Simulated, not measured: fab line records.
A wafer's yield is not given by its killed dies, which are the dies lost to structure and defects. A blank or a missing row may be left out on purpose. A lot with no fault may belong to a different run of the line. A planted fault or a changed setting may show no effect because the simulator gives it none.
fab line records -- flow rit-cmos
record lots=6, wafers=18, last-day=7
route steps=202 shown ACTIVE@1 FOX1@20 FOX2@23 M1@202
lots that met no fault: taken from a fault-free run of the same line
start-h: hours from the record's opening day to when the first of the lot's shown wafers began -- wait-h: time in hours since the lot's previous step -- " identical to the entry in the row above -- L1.1+2: a single row standing in for several wafers -- - no value, or no start given -- * or withheld: withheld -- < > ~ a bound
route shown NAME@n: a module of which the file shows steps, and the number in the route of the first -- usual: mean/standard deviation taken from wafers without a fault -- same: alike in all rows -- chamber/n: place in a boat -- sites: readings site by site -- _std_site: standard deviation across them -- _edge_site: mean of outer sites minus mean of inner sites -- radius-mm: how far each site lies from the wafer's centre -- mask NAME#n: copy n -- behind: the tool/chamber that last shaped the wafer -- hold: why the lot was held/for how many hours/how that ended -- device: names the non-switching transistor (n, p or np) -- end of line: tests of these same wafers at the route's end -- where a step has no rows: the recipe by itself -- killed: dies lost to structure and defects at the first sort, not the wafer's yield -- map: a wafer's dies, marking killed ones x, the rest . and places with no die _
set.NAME: the setting the step ran with; set.NAME@STEP: the setting that earlier step ran with -- model.NAME: the simulator's own value behind a step, which no gauge read
lots seen at some steps along the route; tables by step, rows by wafer
services: from which hour (start-h, from the record's first day; less than 0 if before it) a tool's chamber was out of use, for how many hours, and why
## steps
# step RIT_ACTIVE_BOW_MEAS_00
# recipe mode=bow
# usual INCOMING_BOW=0/7
lot.wafer,tool,chamber,start-h,wait-h,INCOMING_BOW[um]
L450.1,film-metro-02,-,20.00,-,1
L450.2,film-metro-02,-,20.00,-,-6
L450.4,film-metro-02,-,20.00,-,3
L453.3,film-metro-03,-,35.04,-,10
L453.5,film-metro-03,-,35.04,-,3
L453.6,film-metro-03,-,35.04,-,5
L464.1,film-metro-03,-,90.00,-,4
L464.2,film-metro-03,-,90.00,-,0
L464.4,film-metro-03,-,90.00,-,-13
L465.1,film-metro-03,-,95.00,-,-2
L465.3,film-metro-03,-,95.00,-,2
L465.4,film-metro-03,-,95.00,-,3
L467.3,film-metro-03,-,105.04,-,-2
L467.4,film-metro-03,-,105.04,-,-2
L467.5,film-metro-03,-,105.04,-,-2
L471.1,film-metro-03,-,125.00,-,4
L471.3,film-metro-03,-,125.00,-,-5
L471.4,film-metro-03,-,125.00,-,8
# step RIT_ACTIVE_OXIDATION_01
# recipe temp-c=1000, ambient=O2, target-thk-a=468, ox-time-s=3360
# usual zone-power-centre-pct=46.7/2.7
lot.wafer,tool,chamber,start-h,wait-h,zone-power-centre-pct,model.SiO2_of_ACTIVE_OXIDATION_01.thk-nm
L450.1,furnace-04,0,20.12,0.1,44.4,45.91
L450.2,furnace-04,0,20.12,0.1,45.1,45.52
L450.4,furnace-04,0,20.12,0.1,45.5,45.06
L453.3,furnace-01,0,36.19,1.1,51.2,46.27
L453.5,furnace-01,0,36.19,1.1,50.4,46.7
L453.6,furnace-01,0,36.19,1.1,50.9,47.21
L464.1,furnace-04,0,91.48,1.5,44.9,52.81
L464.2,furnace-04,0,91.48,1.5,44.7,52.41
L464.4,furnace-04,0,91.48,1.5,45.3,52.34
L465.1,furnace-04,0,95.90,0.9,45.4,52.47
L465.3,furnace-04,0,95.90,0.9,44.9,52.96
L465.4,furnace-04,0,95.90,0.9,44.9,52.12
L467.3,furnace-01,0,105.96,0.9,50.6,46.43
L467.4,furnace-01,0,105.96,0.9,50.2,46.32
L467.5,furnace-01,0,105.96,0.9,50.8,46.26
L471.1,furnace-03,0,125.69,0.7,44.0,46.46
L471.3,furnace-03,0,125.69,0.7,43.5,46.99
L471.4,furnace-03,0,125.69,0.7,43.9,46.71
# step RIT_ACTIVE_THK_MEAS_02
# recipe reads=SiO2_of_ACTIVE_OXIDATION_01
# usual ACTIVE_OXIDE_THK=46.6/0.76
lot.wafer,tool,chamber,start-h,wait-h,ACTIVE_OXIDE_THK[nm]
L450.1,film-metro-02,-,22.05,0.0,45.9
L450.2,film-metro-02,-,22.05,0.0,45.5
L450.4,film-metro-02,-,22.05,0.0,45.1
L453.3,film-metro-01,-,38.14,0.0,46.3
L453.5,film-metro-01,-,38.14,0.0,46.7
L453.6,film-metro-01,-,38.14,0.0,47.2
L464.1,film-metro-03,-,93.41,0.0,52.8
L464.2,film-metro-03,-,93.41,0.0,52.4
L464.4,film-metro-03,-,93.41,0.0,52.3
L465.1,film-metro-03,-,97.84,0.0,52.5
L465.3,film-metro-03,-,97.84,0.0,53.0
L465.4,film-metro-03,-,97.84,0.0,52.1
L467.3,film-metro-01,-,107.91,0.0,46.5
L467.4,film-metro-01,-,107.91,0.0,46.4
L467.5,film-metro-01,-,107.91,0.0,46.3
L471.1,film-metro-01,-,127.62,0.0,46.5
L471.3,film-metro-01,-,127.62,0.0,47.0
L471.4,film-metro-01,-,127.62,0.0,46.7
# step RIT_ACTIVE_CVD_03
# recipe material=Si3N4, target-thk-nm=150, temp-c=810, precursor=SiH2Cl2/NH3, time-s=1500, pressure-mtorr=300, sih2cl2-flow-sccm=60, nh3-flow-sccm=150
# step RIT_ACTIVE_THK_MEAS_04
# recipe reads=Si3N4_of_ACTIVE_CVD_03
# usual ACTIVE_NITRIDE_THK=149.9/1.5
lot.wafer,tool,chamber,start-h,wait-h,ACTIVE_NITRIDE_THK[nm]
L450.1,film-metro-01,-,23.53,0.0,151.0
L450.2,film-metro-01,-,23.53,0.0,151.1
L450.4,film-metro-01,-,23.53,0.0,151.6
L453.3,film-metro-01,-,40.67,0.0,150.3
L453.5,film-metro-01,-,40.67,0.0,151.2
L453.6,film-metro-01,-,40.67,0.0,150.1
L464.1,film-metro-03,-,95.59,0.0,149.8
L464.2,film-metro-03,-,95.59,0.0,151.7
L464.4,film-metro-03,-,95.59,0.0,150.9
L465.1,film-metro-03,-,100.02,0.0,149.4
L465.3,film-metro-03,-,100.02,0.0,148.8
L465.4,film-metro-03,-,100.02,0.0,148.5
L467.3,film-metro-03,-,109.39,0.0,148.0
L467.4,film-metro-03,-,109.39,0.0,147.0
L467.5,film-metro-03,-,109.39,0.0,147.6
L471.1,film-metro-03,-,129.81,0.0,148.0
L471.3,film-metro-03,-,129.81,0.0,148.7
L471.4,film-metro-03,-,129.81,0.0,149.2
# step RIT_ACTIVE_HMDS_05
# recipe prime-time-s=60, prime-temp-c=140
# step RIT_ACTIVE_COAT_06
# recipe resist=NOVOLAK, spin-rpm=3250, resist-thk-nm=1000
# step RIT_ACTIVE_SOFTBAKE_07
# recipe resist=NOVOLAK, temp-c=90, time-s=60
# step RIT_ACTIVE_EXPOSE_08
# recipe mask-id=M1, na=0.6, source-shape=conventional, sigma-outer=0.6, target-cd-nm=1400, dose-mj=225
# step RIT_ACTIVE_PEB_09
# recipe resist=NOVOLAK, temp-c=withheld, time-s=withheld
# step RIT_ACTIVE_DEVELOP_10
# recipe resist=NOVOLAK, develop-time-s=50, dev-temp-c=23
# step RIT_ACTIVE_CD_MEAS_11
# recipe target-cd-nm=1400
# usual cd-nm=1401.2/2.2
lot.wafer,tool,chamber,start-h,wait-h,cd-nm
L450.1,cd-sem-01,-,24.65,-,1401.1
L450.2,cd-sem-01,-,24.65,-,1402.7
L450.4,cd-sem-01,-,24.65,-,1402.9
L453.3,cd-sem-02,-,41.72,-,1400.3
L453.5,cd-sem-02,-,41.72,-,1402.0
L453.6,cd-sem-02,-,41.72,-,1403.1
L464.1,cd-sem-01,-,96.63,-,1398.5
L464.2,cd-sem-01,-,96.63,-,1400.1
L464.4,cd-sem-01,-,96.63,-,1397.4
L465.1,cd-sem-02,-,100.93,-,1402.4
L465.3,cd-sem-02,-,100.93,-,1403.7
L465.4,cd-sem-02,-,100.93,-,1403.8
L467.3,cd-sem-02,-,110.44,-,1401.3
L467.4,cd-sem-02,-,110.44,-,1402.4
L467.5,cd-sem-02,-,110.44,-,1401.3
L471.1,cd-sem-01,-,130.74,-,1404.1
L471.3,cd-sem-01,-,130.74,-,1404.5
L471.4,cd-sem-01,-,130.74,-,1403.3
# step RIT_ACTIVE_HARDBAKE_12
# recipe resist=NOVOLAK, temp-c=140, time-s=60
# step RIT_ACTIVE_ETCH_13
# recipe stop-on=SiO2, chemistry=SF6, target=Si3N4, time-s=210, over-etch-frac=0.4, SF6_flow_sccm=200, pressure-mtorr=260, rf-w=125, target-depth-a=2100
# usual SF6_flow_sccm=200.0/0.69, drypump-motor-current-A=5.6/0.55, oes-product-au=0.823/0.014, throttle-valve-pct=7.46/0.11
lot.wafer,tool,chamber,start-h,wait-h,SF6_flow_sccm,drypump-motor-current-A,oes-product-au,rf-hours-counter-h,throttle-valve-pct
L450.1,rie-diel-01,3,25.02,0.1,199.9,5.3,0.806,4,7.65
L450.2,rie-diel-01,0,25.02,0.1,199.4,6.3,0.847,85,7.43
L450.4,rie-diel-01,1,25.02,0.1,199.5,6.6,0.823,4,7.52
L453.3,rie-diel-01,3,41.95,0.1,200.1,5.3,0.819,4,7.64
L453.5,rie-diel-01,0,41.95,0.1,201.7,6.3,0.840,-,7.42
L453.6,rie-diel-01,2,41.95,0.1,200.4,5.3,0.831,-,7.28
L464.1,rie-diel-01,2,96.90,0.1,201.1,5.3,0.820,132,7.29
L464.2,rie-diel-01,1,96.90,0.1,201.2,6.6,0.817,4,7.54
L464.4,rie-diel-01,3,96.90,0.1,201.3,5.3,0.809,5,7.65
L465.1,rie-diel-01,3,101.20,0.1,201.3,5.3,0.812,5,7.62
L465.3,rie-diel-01,1,101.20,0.1,200.5,6.6,0.816,4,7.55
L465.4,rie-diel-01,0,101.20,0.1,199.2,6.3,0.836,86,7.42
L467.3,rie-diel-02,1,110.67,0.1,200.3,5.8,0.807,54,7.53
L467.4,rie-diel-02,3,110.67,0.1,199.6,6.0,0.835,95,7.61
L467.5,rie-diel-02,1,110.67,0.1,200.2,5.8,0.805,-,7.56
L471.1,rie-diel-04,2,131.01,0.1,200.6,6.5,0.809,1,7.44
L471.3,rie-diel-04,1,131.01,0.1,199.7,4.8,0.825,135,7.36
L471.4,rie-diel-04,3,131.01,0.1,200.3,5.9,0.823,37,7.51
# step RIT_ACTIVE_STRIP_14
# recipe chemistry=O2, time-s=180, resist=NOVOLAK, platen-temp-c=withheld, power-w=500, pressure-mtorr=4000, o2-flow-sccm=4000
# usual drypump-motor-current-A=5.5/0.57
lot.wafer,tool,chamber,start-h,wait-h,drypump-motor-current-A,rf-hours-counter-h
L450.1,plasma-asher-03,1,25.15,0.1,5.4,42
L450.2,plasma-asher-03,0,25.15,0.1,5.8,42
L450.4,plasma-asher-03,1,25.15,0.1,5.4,-
L453.3,plasma-asher-02,0,42.14,0.1,6.5,-
L453.5,plasma-asher-02,1,42.14,0.1,4.9,-
L453.6,plasma-asher-02,0,42.14,0.1,6.5,-
L464.1,plasma-asher-01,1,97.03,0.1,4.7,37
L464.2,plasma-asher-01,0,97.03,0.1,5.2,37
L464.4,plasma-asher-01,1,97.03,0.1,4.7,-
L465.1,plasma-asher-01,0,101.34,0.1,5.3,38
L465.3,plasma-asher-01,1,101.34,0.1,4.7,-
L465.4,plasma-asher-01,0,101.34,0.1,5.3,-
L467.3,plasma-asher-02,0,110.87,0.1,6.4,-
L467.4,plasma-asher-02,1,110.87,0.1,4.9,-
L467.5,plasma-asher-02,1,110.87,0.1,5.0,-
L471.1,plasma-asher-02,0,131.14,0.1,6.5,31
L471.3,plasma-asher-02,0,131.14,0.1,6.5,-
L471.4,plasma-asher-02,1,131.14,0.1,4.9,-
# step RIT_ACTIVE_CD_MEAS_90
# recipe target-cd-nm=1400
# usual cd-nm=1401.2/2.2
lot.wafer,tool,chamber,start-h,wait-h,cd-nm
L450.1,cd-sem-02,-,25.33,0.1,1401.5
L450.2,cd-sem-02,-,25.33,0.1,1403.1
L450.4,cd-sem-02,-,25.33,0.1,1402.6
L453.3,cd-sem-01,-,42.30,0.1,1400.3
L453.5,cd-sem-01,-,42.30,0.1,1402.5
L453.6,cd-sem-01,-,42.30,0.1,1403.2
L464.1,cd-sem-02,-,97.21,0.1,1398.6
L464.2,cd-sem-02,-,97.21,0.1,1400.8
L464.4,cd-sem-02,-,97.21,0.1,1397.4
L465.1,cd-sem-01,-,101.51,0.1,1402.7
L465.3,cd-sem-01,-,101.51,0.1,1403.7
L465.4,cd-sem-01,-,101.51,0.1,1404.2
L467.3,cd-sem-01,-,111.02,0.1,1400.9
L467.4,cd-sem-01,-,111.02,0.1,1401.9
L467.5,cd-sem-01,-,111.02,0.1,1401.3
L471.1,cd-sem-02,-,131.31,0.1,1404.1
L471.3,cd-sem-02,-,131.31,0.1,1404.6
L471.4,cd-sem-02,-,131.31,0.1,1403.2
# step RIT_ACTIVE_CLEAN_15
# recipe chemistry=SC1, mix=3:3:50, time-s=600, temp-c=75
# step RIT_ACTIVE_CLEAN_16
# recipe chemistry=dHF, dilution=50:1, time-s=30
# step RIT_ACTIVE_CLEAN_17
# recipe chemistry=SC2, mix=3:3:50, time-s=600, temp-c=75, dry=n2-spin
# step RIT_FOX1_OXIDATION_00
# recipe temp-c=1100, ambient=H2O, target-thk-a=3507, p-h2o-torr=720, ox-time-s=1130
# step RIT_FOX1_THK_MEAS_01
# recipe reads=SiO2_of_FOX1_OXIDATION_00
# usual FOX1_OXIDE_THK=353/6.8
lot.wafer,tool,chamber,start-h,wait-h,FOX1_OXIDE_THK[nm]
L450.1,film-metro-02,-,28.37,0.0,347
L450.2,film-metro-02,-,28.37,0.0,356
L450.4,film-metro-02,-,28.37,0.0,351
L453.3,film-metro-03,-,44.08,0.0,348
L453.5,film-metro-03,-,44.08,0.0,352
L453.6,film-metro-03,-,44.08,0.0,351
L464.1,film-metro-03,-,99.59,0.0,356
L464.2,film-metro-03,-,99.59,0.0,368
L464.4,film-metro-03,-,99.59,0.0,361
L465.1,film-metro-04,-,103.31,0.0,349
L465.3,film-metro-04,-,103.31,0.0,356
L465.4,film-metro-04,-,103.31,0.0,358
L467.3,film-metro-04,-,113.54,0.0,352
L467.4,film-metro-04,-,113.54,0.0,351
L467.5,film-metro-04,-,113.54,0.0,357
L471.1,film-metro-02,-,133.12,0.0,351
L471.3,film-metro-02,-,133.12,0.0,345
L471.4,film-metro-02,-,133.12,0.0,342
# step RIT_FOX1_WET_ETCH_02
# recipe chemistry=BOE, target-depth-nm=350, time-s=390, temp-c=21.5, dry=n2-spin, dilution=10:1, target=SiO2
# step RIT_FOX2_OXIDATION_00
# recipe temp-c=1100, ambient=H2O, target-thk-a=3507, p-h2o-torr=720, ox-time-s=1130
# step RIT_FOX2_THK_MEAS_01
# recipe reads=SiO2_of_FOX2_OXIDATION_00
# usual FOX2_OXIDE_THK=351/6.5
lot.wafer,tool,chamber,start-h,wait-h,FOX2_OXIDE_THK[nm]
L450.1,film-metro-01,-,29.87,0.0,358
L450.2,film-metro-01,-,29.87,0.0,360
L450.4,film-metro-01,-,29.87,0.0,360
L453.3,film-metro-03,-,45.58,0.0,352
L453.5,film-metro-03,-,45.58,0.0,356
L453.6,film-metro-03,-,45.58,0.0,358
L464.1,film-metro-04,-,101.15,0.0,364
L464.2,film-metro-04,-,101.15,0.0,362
L464.4,film-metro-04,-,101.15,0.0,364
L465.1,film-metro-03,-,104.80,0.0,350
L465.3,film-metro-03,-,104.80,0.0,346
L465.4,film-metro-03,-,104.80,0.0,350
L467.3,film-metro-04,-,115.03,0.0,346
L467.4,film-metro-04,-,115.03,0.0,345
L467.5,film-metro-04,-,115.03,0.0,349
L471.1,film-metro-04,-,134.61,0.0,342
L471.3,film-metro-04,-,134.61,0.0,340
L471.4,film-metro-04,-,134.61,0.0,335
# step RIT_FOX2_CLEAN_02
# recipe chemistry=dHF, dilution=50:1, time-s=180
# step RIT_FOX2_WET_ETCH_03
# recipe chemistry=H3PO4, target=Si3N4, target-depth-nm=195, temp-c=165, time-s=2700
lot.wafer,tool,chamber,start-h,wait-h,model.SiO2_of_ACTIVE_OXIDATION_01.thk-nm
L450.1,wet-bench-01,2,30.00,0.0,39.37
L450.2,wet-bench-01,2,30.00,0.0,40.59
L450.4,wet-bench-01,2,30.00,0.0,39.45
L453.3,wet-bench-02,2,45.69,0.0,39.54
L453.5,wet-bench-02,2,45.69,0.0,41.46
L453.6,wet-bench-02,2,45.69,0.0,41.92
L464.1,wet-bench-01,2,101.27,0.0,47.01
L464.2,wet-bench-01,2,101.27,0.0,45.95
L464.4,wet-bench-01,2,101.27,0.0,45.04
L465.1,wet-bench-04,1,104.92,0.0,45.13
L465.3,wet-bench-04,1,104.92,0.0,46.43
L465.4,wet-bench-04,1,104.92,0.0,46.41
L467.3,wet-bench-02,3,115.13,0.0,40.5
L467.4,wet-bench-02,3,115.13,0.0,40.51
L467.5,wet-bench-02,3,115.13,0.0,40.29
L471.1,wet-bench-04,0,134.72,0.0,38.72
L471.3,wet-bench-04,0,134.72,0.0,41.03
L471.4,wet-bench-04,0,134.72,0.0,40.52
# step RIT_FOX2_THK_MEAS_90
# recipe reads=SiO2_of_FOX2_OXIDATION_00
# usual FIELD_OXIDE_LEFT_1_THK=324/6.5
lot.wafer,tool,chamber,start-h,wait-h,FIELD_OXIDE_LEFT_1_THK[nm]
L450.1,film-metro-04,-,30.82,0.0,330
L450.2,film-metro-04,-,30.82,0.0,333
L450.4,film-metro-04,-,30.82,0.0,333
L453.3,film-metro-04,-,46.53,0.0,324
L453.5,film-metro-04,-,46.53,0.0,329
L453.6,film-metro-04,-,46.53,0.0,331
L464.1,film-metro-01,-,102.10,0.0,337
L464.2,film-metro-01,-,102.10,0.0,335
L464.4,film-metro-01,-,102.10,0.0,337
L465.1,film-metro-04,-,105.68,0.0,323
L465.3,film-metro-04,-,105.68,0.0,319
L465.4,film-metro-04,-,105.68,0.0,323
L467.3,film-metro-01,-,115.98,0.0,319
L467.4,film-metro-01,-,115.98,0.0,318
L467.5,film-metro-01,-,115.98,0.0,321
L471.1,film-metro-01,-,135.48,0.0,315
L471.3,film-metro-01,-,135.48,0.0,314
L471.4,film-metro-01,-,135.48,0.0,308
# step RIT_M1_PROBE_99
# usual killed-at-contacts=0.0/0.22, killed-at-front-end=6.6/3, killed-dies=6.6/3, killed-open=3.4/2, killed-short=3.2/2
# same gross-dies=264, killed_at_M0_to_M3=0, killed_at_M4_up=0, killed-at-back-side=0, killed-at-other=0
lot.wafer,tool,chamber,start-h,wait-h,killed-at-contacts,killed-at-front-end,killed-dies,killed-open,killed-short,model.etest.pldd.width-nm,model.etest.nldd.width-nm,model.etest.pplus-sal.width-nm,model.etest.nplus-sal.width-nm,model.etest.nmos-narrow.drive-ua-um,model.etest.pmos-narrow.drive-ua-um
L450.1,prober-01,-,72.42,0.1,0,18,18,8,10,3183,3180,3455,3465,222.1,103.6
L450.2,prober-01,-,72.47,0.1,0,10,10,6,4,3164,3179,3447,3452,220.2,100.8
L450.4,prober-01,-,72.57,0.2,0,9,9,3,6,3194,3184,3456,3461,221.4,102.4
L453.3,prober-02,-,88.14,0.2,0,5,5,2,3,3186,3184,3458,3437,226.6,102
L453.5,prober-02,-,88.24,0.2,0,5,5,2,3,3166,3165,3432,3443,217.3,99.41
L453.6,prober-02,-,88.29,0.2,0,4,4,4,0,3161,3170,3431,3450,225.8,103
L464.1,prober-02,-,142.02,0.1,0,5,5,2,3,3074,3081,3416,3399,202.7,90.25
L464.2,prober-02,-,142.07,0.1,0,4,4,3,1,3074,3066,3404,3410,196.3,89.12
L464.4,prober-02,-,142.17,0.2,0,11,11,5,6,3074,3074,3406,3399,204,89.92
L465.1,prober-01,-,144.57,0.1,0,6,6,3,3,3116,3109,3408,3406,209.9,92.94
L465.3,prober-01,-,144.67,0.2,0,5,5,4,1,3100,3098,3412,3399,208.8,92.3
L465.4,prober-01,-,144.72,0.2,0,6,6,5,1,3115,3111,3406,3394,211.5,93.94
L467.3,prober-01,-,155.05,0.2,0,4,4,3,1,3168,3176,3462,3452,213.8,100.2
L467.4,prober-01,-,155.10,0.2,0,7,7,5,2,3184,3175,3468,3486,218.2,103.5
L467.5,prober-01,-,155.15,0.2,0,5,5,2,3,3166,3168,3460,3459,224.2,103.9
L471.1,prober-01,-,177.28,0.1,0,7,7,1,6,3204,3187,3426,3419,220.5,100.2
L471.3,prober-01,-,177.38,0.2,1,10,11,5,6,3206,3194,3446,3447,215.7,101
L471.4,prober-01,-,177.43,0.2,0,6,6,3,3,3194,3211,3454,3455,220.6,99.67
# killed by level:class
L450.1 GATE:geometric-particle:short=6 GATE:geometric-particle:open=3 SPACER:geometric-particle:short=3 SPACER:geometric-particle:open=2 FOX2:geometric-particle:open=1 REOX:geometric-particle:open=1 REOX:geometric-particle:short=1 SILICIDE:geometric-particle:open=1
L450.2 FOX2:geometric-particle:open=3 GATE:geometric-particle:short=2 REOX:geometric-particle:open=2 FOX1:geometric-particle:short=1 REOX:geometric-particle:short=1 SPACER:geometric-particle:open=1
L450.4 GATE:geometric-particle:short=3 FOX1:geometric-particle:open=1 GATE:geometric-particle:open=1 REOX:geometric-particle:open=1 REOX:geometric-particle:short=1 SPACER:geometric-particle:short=1 SILICIDE:geometric-particle:short=1
L453.3 GATE:geometric-particle:open=1 GATE:geometric-particle:short=1 REOX:geometric-particle:short=1 SPACER:geometric-particle:short=1 SPACER:geometric-particle:open=1
L453.5 GATE:geometric-particle:short=3 FOX1:geometric-particle:open=1 FOX2:geometric-particle:open=1
L453.6 FOX1:geometric-particle:open=1 GATE:geometric-particle:open=1 REOX:geometric-particle:open=1 SILICIDE:geometric-particle:open=1
L464.1 GATE:geometric-particle:short=1 GATE:geometric-particle:open=1 REOX:geometric-particle:short=1 SPACER:geometric-particle:open=1 SILICIDE:geometric-particle:short=1
L464.2 SPACER:geometric-particle:open=3 GATE:geometric-particle:short=1
L464.4 FOX2:geometric-particle:short=3 FOX1:geometric-particle:open=1 FOX2:geometric-particle:open=1 GATE:geometric-particle:open=1 GATE:geometric-particle:short=1 REOX:geometric-particle:short=1 REOX:geometric-particle:open=1 SILICIDE:geometric-particle:open=1
L465.1 REOX:geometric-particle:open=2 FOX1:geometric-particle:open=1 FOX2:geometric-particle:short=1 GATE:geometric-particle:short=1 REOX:geometric-particle:short=1
L465.3 REOX:geometric-particle:open=2 FOX1:geometric-particle:open=1 GATE:geometric-particle:open=1 REOX:geometric-particle:short=1
L465.4 FOX1:geometric-particle:open=2 FOX1:geometric-particle:short=1 GATE:geometric-particle:open=1 REOX:geometric-particle:open=1 SPACER:geometric-particle:open=1
L467.3 SPACER:geometric-particle:open=2 FOX1:geometric-particle:open=1 GATE:geometric-particle:short=1
L467.4 GATE:geometric-particle:open=2 FOX1:geometric-particle:open=1 FOX2:geometric-particle:open=1 GATE:geometric-particle:short=1 REOX:geometric-particle:short=1 SPACER:geometric-particle:open=1
L467.5 FOX1:geometric-particle:short=2 FOX1:geometric-particle:open=1 GATE:geometric-particle:open=1 SPACER:geometric-particle:short=1
L471.1 FOX2:geometric-particle:short=3 FOX1:geometric-particle:short=1 FOX2:geometric-particle:open=1 GATE:geometric-particle:short=1 REOX:geometric-particle:short=1
L471.3 FOX1:geometric-particle:short=3 GATE:geometric-particle:open=2 SILICIDE:geometric-particle:open=2 FOX1:geometric-particle:open=1 SILICIDE:geometric-particle:short=1 GATE:geometric-particle:short=1 CONTACT:geometric-particle:short=1
L471.4 GATE:geometric-particle:open=2 FOX2:geometric-particle:short=1 GATE:geometric-particle:short=1 REOX:geometric-particle:short=1 REOX:geometric-particle:open=1
## services
tool,chamber,start-h,hours,kind
plasma-asher-01,-,-0.74,46.7,repair
rie-diel-02,3,-0.68,2.8,repair
plasma-asher-01,-,0.47,1.5,repair
plasma-asher-01,-,3.49,14.3,repair
rie-diel-04,2,8.36,-,clean
furnace-01,-,25.08,3.3,pm
plasma-asher-03,-,27.69,0.9,repair
rie-diel-01,-,33.88,0.5,repair
rie-diel-01,1,35.75,48.8,repair
plasma-asher-01,-,38.42,0.3,repair
furnace-04,-,40.93,3.0,pm
rie-diel-04,1,54.60,8.1,repair
furnace-01,-,56.75,3.3,pm
rie-diel-02,3,60.54,7.6,repair
rie-diel-04,2,71.74,8.0,repair
rie-diel-04,2,81.53,3.8,repair
rie-diel-04,2,94.22,3.2,repair
wet-bench-01,-,96.57,1.0,repair
plasma-asher-01,-,108.75,9.0,pm
plasma-asher-01,0,108.75,9.0,vent-cycle
plasma-asher-01,1,108.75,9.0,vent-cycle
plasma-asher-01,0,117.75,-,clean
plasma-asher-01,1,117.75,-,clean
rie-diel-01,2,123.10,3.8,repair
## key
first-sign step=RIT_ACTIVE_THK_MEAS_02, reading=ACTIVE_OXIDE_THK, direction=up, sigmas=7.8, usual=46.6, struck=52.5
effect none on later readings
model-effect step=RIT_ACTIVE_OXIDATION_01, value=SiO2_of_ACTIVE_OXIDATION_01.thk-nm, without=46.97, struck=52.52
model-effect step=RIT_FOX2_WET_ETCH_03, value=SiO2_of_ACTIVE_OXIDATION_01.thk-nm, without=41.05, struck=45.99
model-effect step=RIT_M1_PROBE_99, value=etest.pldd.width-nm, without=3155, struck=3092
met-at RIT_ACTIVE_OXIDATION_01
struck-wafers L464.1,L464.2,L464.4,L465.1,L465.3,L465.4
tester-left-out L464,L465
onset-between 20.12 91.48
fault kind=process-parameter-drift, tool=furnace-04, chamber=-, onset-h=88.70, steps=RIT_ACTIVE_OXIDATION_01, channel=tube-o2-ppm, offset=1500, shape=step, end-h=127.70
# tester-left-out: of these lots the tester's yield and bins aren't shown, on N5 and GAA mostly nor the transistor test; their killed dies are dies lost to structure and defects alone, not to doping, threshold or leakage, so they don't give the yield
